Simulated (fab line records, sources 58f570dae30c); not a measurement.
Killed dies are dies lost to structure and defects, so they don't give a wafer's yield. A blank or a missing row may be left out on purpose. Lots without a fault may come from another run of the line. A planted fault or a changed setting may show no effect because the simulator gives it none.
A struck lot beside a sound one | flow berkeley_cmos170 | 15 steps out of a route of 331
Sound: wafers L772.1, L772.5, L772.6. Struck: wafers L782.1, L782.4, L782.6. The cause comes at the end.
At each step with rows: each side's tool, then ch and its chambers, then its first start. Under that, the readings that differ: sound wafers | struck wafers | difference of the means | sigmas: that difference in standard deviations of wafers without a fault.
alike: readings whose means differ by less than 2 such deviations, and words and numbers that are the same on both sides. not compared: withheld readings, readings that some wafer has no value for, bounds like >300 that may hide the same value, and numbers for which the record gives no deviation and whose values overlap.
The two part at a step that has a row with sigmas, a row that says differs or no value, or rows on one side only. Numbers that don't overlap but have no deviation are shown without sigmas and don't part them. A reading that every wafer of one side lacks parts them only if that side has two wafers or more.

UCB170_SDANNEAL_RTA_01: time 5.237 s.
  sound on rtp_anneal-01 ch 0, day 7 15:07; struck on rtp_anneal-01 ch 0, day 9 16:31
  alike: lamp_power_pct, wafer_temp_C_max
UCB170_SDANNEAL_RS_MEAS_02: measures by four-point-probe.
  sound on film_metro-01, day 7 15:11; struck on film_metro-02, day 9 16:34
  reading         | sound          | struck         | difference | sigmas
  PSD_RS (ohm/sq) | 74.4 74.2 74.2 | 73.5 73.5 73.4 | -0.8       | -2
UCB170_SDANNEAL_RS_MEAS_03: measures by four-point-probe.
  sound on film_metro-01, day 7 15:18; struck on film_metro-02, day 9 16:41
  alike: NSD_RS
UCB170_SDANNEAL_RS_MEAS_04: measures by four-point-probe.
  sound on film_metro-01, day 7 15:25; struck on film_metro-02, day 9 16:49
  alike: PLDD_RS
UCB170_SDANNEAL_RS_MEAS_05: measures by four-point-probe.
  sound on film_metro-01, day 7 15:32; struck on film_metro-02, day 9 16:56
  alike: NLDD_RS
then, 1 step without rows for these wafers: UCB170_SILICIDE_PRE_CLEAN_00 (preclean etch time 60 s).
UCB170_SILICIDE_SPUTTER_01: material Ti, target thk 30 nm, time 25 s.
  sound on pvd_sputter-03, day 7 15:43; struck on pvd_sputter-01, day 9 17:07
  alike: throttle_valve_pct
UCB170_SILICIDE_RS_MEAS_02: measures by four-point-probe.
  sound on film_metro-03, day 7 15:45; struck on film_metro-02, day 9 17:09
  alike: SILICIDE_TI_RS
UCB170_SILICIDE_THK_MEAS_03: measures by xrf.
  sound on film_metro-03, day 7 15:52; struck on film_metro-02, day 9 17:16
  alike: SILICIDE_TI_THK
UCB170_SILICIDE_RTA_04: time 15 s.
  sound on rtp_anneal-02 ch 0, day 7 15:56; struck on rtp_anneal-02 ch 0, day 9 17:20
  alike: lamp_power_pct, wafer_temp_C_max
then, 2 steps without rows for these wafers: UCB170_SILICIDE_WET_ETCH_05 (etches Ti in SPM, time 45 s); UCB170_CONTACT_CLEAN_00 (cleans in SPM, time 600 s).
UCB170_CONTACT_CVD_01: deposits PSG from SiH4/O2/PH3, target thk 700 nm, time 2820 s.
  sound on lpcvd-01 ch 0, day 7 16:24; struck on lpcvd-01 ch 0, day 9 18:30
  reading                                 | sound           | struck        | difference | sigmas
  model.PSG_of_CONTACT_CVD_01.thk_nm (nm) | 702.8 708 704.2 | 980.7 976 977 | +272.9     |
  alike: o2_flow_sccm
UCB170_CONTACT_THK_MEAS_02:
  sound on film_metro-04, day 7 18:11; struck on film_metro-03, day 9 20:31
  reading              | sound       | struck      | difference | sigmas
  CONTACT_PSG_THK (nm) | 703 708 704 | 981 976 977 | +273       | +44
  not compared: hold
UCB170_M3_PROBE_99:
  the record has rows for the sound wafers here (prober-01, day 8 15:40) and none for the struck ones

WHERE THEY PART
First at UCB170_SDANNEAL_RS_MEAS_02; last, within this record, at UCB170_M3_PROBE_99.

WHY: what the simulator had put in
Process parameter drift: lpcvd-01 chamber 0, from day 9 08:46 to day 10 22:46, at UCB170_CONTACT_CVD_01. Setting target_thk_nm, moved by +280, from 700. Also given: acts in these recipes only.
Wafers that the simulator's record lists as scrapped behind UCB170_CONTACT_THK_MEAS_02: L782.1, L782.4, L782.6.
